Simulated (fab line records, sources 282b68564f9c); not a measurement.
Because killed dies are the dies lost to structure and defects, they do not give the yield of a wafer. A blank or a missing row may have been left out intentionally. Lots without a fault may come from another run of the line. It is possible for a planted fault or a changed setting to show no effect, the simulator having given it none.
A struck lot beside a sound one | flow ritCmos | 27 out of 202 route steps
Sound: the wafers L400.1, L400.2, L400.5. Struck: wafer L411.2. The cause is given at the end.
Each step with rows lists, per side, the tool, then ch with its chambers, then its first start. Under that, the readings that differ: sound wafers | struck wafers | difference of the means | sigmas: that difference in standard deviations of wafers without a fault.
alike: readings with means less than 2 such deviations apart, plus words and numbers identical on both sides. not compared: withheld readings, readings lacking a value on some wafer, bounds such as >300 that could conceal the same value, and numbers that have no deviation in the record and whose values overlap.
The two part at a step that has a row with sigmas, a row that says differs or no value, or rows on one side only. Numbers that don't overlap but have no deviation are shown without sigmas and don't part them. A reading that every wafer of one side lacks parts them only if that side has two wafers or more.

first, 4 steps without rows for these wafers: RIT_CONTACT_SOFTBAKE_04 (time 60 s); RIT_CONTACT_EXPOSE_05 (exposes mask M11, target cd 1000 nm); RIT_CONTACT_PEB_06; RIT_CONTACT_DEVELOP_07 (develop time 120 s).
RIT_CONTACT_CD_MEAS_08: the cd target is 1000 nm.
  struck on cdSem-01, day 8 16:22; sound on cdSem-02, day 5 15:36
  alike: cdNm
RIT_CONTACT_OVL_MEAS_09:
  struck on overlay-01, day 8 16:28; sound on overlay-02, day 5 15:43
  alike: CONTACT_OVL
then, 1 step without rows for these wafers: RIT_CONTACT_HARDBAKE_10 (time 60 s).
RIT_CONTACT_ETCH_11: etches SiO2 in CHF3/CF4/Ar, stops on TiSi2, target depth 480 nm, time 320 s.
  sound on rieDiel-02 ch 1,2,3, day 5 15:55; struck on rieDiel-03 ch 0, day 8 16:38
  alike: CHF3_flow_sccm, drypumpMotorCurrentA, oesProductAu, rfFwdPowerW, throttleValvePct
  not compared: rfHoursCounterH
RIT_CONTACT_STRIP_12: strips in O2, time 180 s.
  sound on plasmaAsher-02 ch 0,1, day 5 16:06; struck on plasmaAsher-03 ch 0, day 8 16:50
  alike: drypumpMotorCurrentA
  not compared: rfHoursCounterH
RIT_CONTACT_CD_MEAS_90: the cd target is 1000 nm.
  struck on cdSem-01, day 8 17:02; sound on cdSem-01, day 5 16:17
  alike: cdNm
then, 2 steps without rows for these wafers: RIT_CONTACT_CLEAN_13 (cleans in SC1, time 600 s); RIT_CONTACT_CLEAN_14 (cleans in SC2, time 600 s).
RIT_M1_SPUTTER_00: material Al, target thk 400 nm, time 500 s.
  struck on pvdSputter-02, day 8 17:30; sound on pvdSputter-02, day 5 16:47
reading                              | sound             | struck | difference | sigmas
model.Al_of_M1_SPUTTER_00.thkNm (nm) | 403.4 403.7 407.7 | 392.4  | -12.5      | 
  alike: throttleValvePct
RIT_M1_RS_MEAS_01: uses a four-point probe to measure.
  struck on filmMetro-02, day 8 17:49; sound on filmMetro-02, day 5 17:05
reading           | sound                | struck | difference | sigmas
M1_AL_RS (ohm/sq) | 0.0727 0.0729 0.0719 | 0.0748 | +0.0023    | +3
RIT_M1_THK_MEAS_02: measures by xrf.
  struck on filmMetro-02, day 8 17:55; sound on filmMetro-02, day 5 17:12
reading        | sound       | struck | difference | sigmas
M1_AL_THK (nm) | 403 401 408 | 392    | -12        | -3
then, 6 steps without rows for these wafers: RIT_M1_HMDS_03 (prime time 60 s); RIT_M1_COAT_04 (resist thk 1300 nm); RIT_M1_SOFTBAKE_05 (time 60 s); RIT_M1_EXPOSE_06 (exposes mask M12, target cd 2600 nm); RIT_M1_PEB_07; RIT_M1_DEVELOP_08 (develop time 68 s).
RIT_M1_CD_MEAS_09: the cd target is 2600 nm.
  struck on cdSem-01, day 8 18:52; sound on cdSem-01, day 5 18:22
  alike: cdNm
RIT_M1_OVL_MEAS_10:
  struck on overlay-01, day 8 18:59; sound on overlay-01, day 5 18:29
  alike: M1_OVL
then, 1 step without rows for these wafers: RIT_M1_HARDBAKE_11 (time 120 s).
RIT_M1_METAL_ETCH_12: etches Al in Cl2/BCl3, stops on SiO2, time 165 s, target depth 600 nm.
  sound on rieMetal-01 ch 0,1, day 5 18:49; struck on rieMetal-04 ch 0, day 8 19:16
reading                      | sound             | struck | difference | sigmas
oesProductAu (a.u.)          | 0.789 0.793 0.798 | 0.766  | -0.027     | -2
model.etch.depthNm (nm)      | 403.4 403.7 407.7 | 392.4  | -12.5      | 
model.M1.featureDepthNm (nm) | 436.2 436.8 440.9 | 424.3  | -13.7      | 
  alike: drypumpMotorCurrentA, rfFwdPowerW, throttleValvePct
  not compared: rfHoursCounterH
then, 1 step without rows for these wafers: RIT_M1_STRIP_13 (strips in nmp, time 600 s).
RIT_M1_PROBE_99:
  struck on prober-02, day 8 21:34; sound on prober-02, day 5 21:19
reading          | sound | struck | difference | sigmas
killedAtContacts | 0 0 0 | 1      | +1         | +3
killedAtFrontEnd | 3 9 4 | 12     | +7         | +2
killedDies       | 3 9 4 | 13     | +8         | +2
killedShort      | 1 3 4 | 8      | +5         | +2
  alike: killedOpen

## WHERE THEY PART
Last at RIT_M1_PROBE_99 as far as this record goes, first at RIT_M1_RS_MEAS_01.

WHY: what had been put in by the simulator
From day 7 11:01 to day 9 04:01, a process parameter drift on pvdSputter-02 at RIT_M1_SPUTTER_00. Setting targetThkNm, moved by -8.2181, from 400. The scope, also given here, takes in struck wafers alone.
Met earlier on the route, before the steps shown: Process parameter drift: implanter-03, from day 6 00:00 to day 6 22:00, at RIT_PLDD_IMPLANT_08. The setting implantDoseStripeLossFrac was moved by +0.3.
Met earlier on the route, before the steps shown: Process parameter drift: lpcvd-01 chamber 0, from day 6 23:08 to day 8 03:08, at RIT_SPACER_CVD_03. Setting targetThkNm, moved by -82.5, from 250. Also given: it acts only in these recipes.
